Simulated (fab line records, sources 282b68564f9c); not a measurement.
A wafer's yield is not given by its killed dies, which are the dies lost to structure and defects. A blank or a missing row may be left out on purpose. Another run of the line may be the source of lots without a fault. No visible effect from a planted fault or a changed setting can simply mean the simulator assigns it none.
Which tool is to blame? || flow rit-cmos || 21 wafers from 7 lots sampled at 2 of the route's 202 steps

## WHAT THE GAUGES SHOWED, per wafer
RIT_NRETRO_TW_MEAS_10.
{"lot": "L409", "measured": "day 2 20:25", "on": "film-metro-02", "NRETRO_TW": "1055 1051 1052"}
{"lot": "L411", "measured": "day 3 02:34", "on": "film-metro-02", "NRETRO_TW": "1053 1055 1050"}
{"lot": "L413", "measured": "day 3 11:13", "on": "film-metro-02", "NRETRO_TW": "1053 1053 1058"}
{"lot": "L415", "measured": "day 3 18:26", "on": "film-metro-03", "NRETRO_TW": "1059 1056 1052"}
{"lot": "L417", "measured": "day 4 06:05", "on": "film-metro-03", "NRETRO_TW": "1054 1050 1049"}
{"lot": "L422", "measured": "day 5 09:39", "on": "film-metro-03", "NRETRO_TW": "1049 1052 1050"}
{"lot": "L431", "measured": "day 7 06:44", "on": "film-metro-02", "NRETRO_TW": "1057 1056 1061"}

## TOOL THAT RAN EACH LOT (tool first, then ch and the chambers of the sampled wafers, then the start)
{"lot": "L409", "RIT_ACTIVE_STRIP_14": "plasma-asher-03 ch 0,1, day 1 20:57"}
{"lot": "L411", "RIT_ACTIVE_STRIP_14": "plasma-asher-04 ch 0,1, day 2 08:29"}
{"lot": "L413", "RIT_ACTIVE_STRIP_14": "plasma-asher-03 ch 1, day 2 19:06"}
{"lot": "L415", "RIT_ACTIVE_STRIP_14": "plasma-asher-01 ch 0,1, day 3 01:55"}
{"lot": "L417", "RIT_ACTIVE_STRIP_14": "plasma-asher-01 ch 0,1, day 3 12:51"}
{"lot": "L422", "RIT_ACTIVE_STRIP_14": "plasma-asher-04 ch 0,1, day 4 14:00"}
{"lot": "L431", "RIT_ACTIVE_STRIP_14": "plasma-asher-01 ch 0,1, day 6 12:59"}
- RIT_ACTIVE_STRIP_14: strips in O2, time 180 s.

## THE ANSWER, worked out from the rows above alone
Rule: the usual values come from the lots themselves. The widest of any qualifying gaps counts: lots, ordered by their means at a reading, are off when they make up no more than a third of the lots, leave a main group of 4 or more, and stand apart from it by 3 or more times the standard deviation of that group's means. A main group whose means are all the same, to the digits that the tables above print for the reading, isn't used. A lot without any number at a reading at which 4 lots or more have one is off too. Any other lot the step has rows for is counted as sound.
None of the lots is off at any reading shown; this tells nothing.

## WHAT HAD BEEN PUT IN BY THE SIMULATOR
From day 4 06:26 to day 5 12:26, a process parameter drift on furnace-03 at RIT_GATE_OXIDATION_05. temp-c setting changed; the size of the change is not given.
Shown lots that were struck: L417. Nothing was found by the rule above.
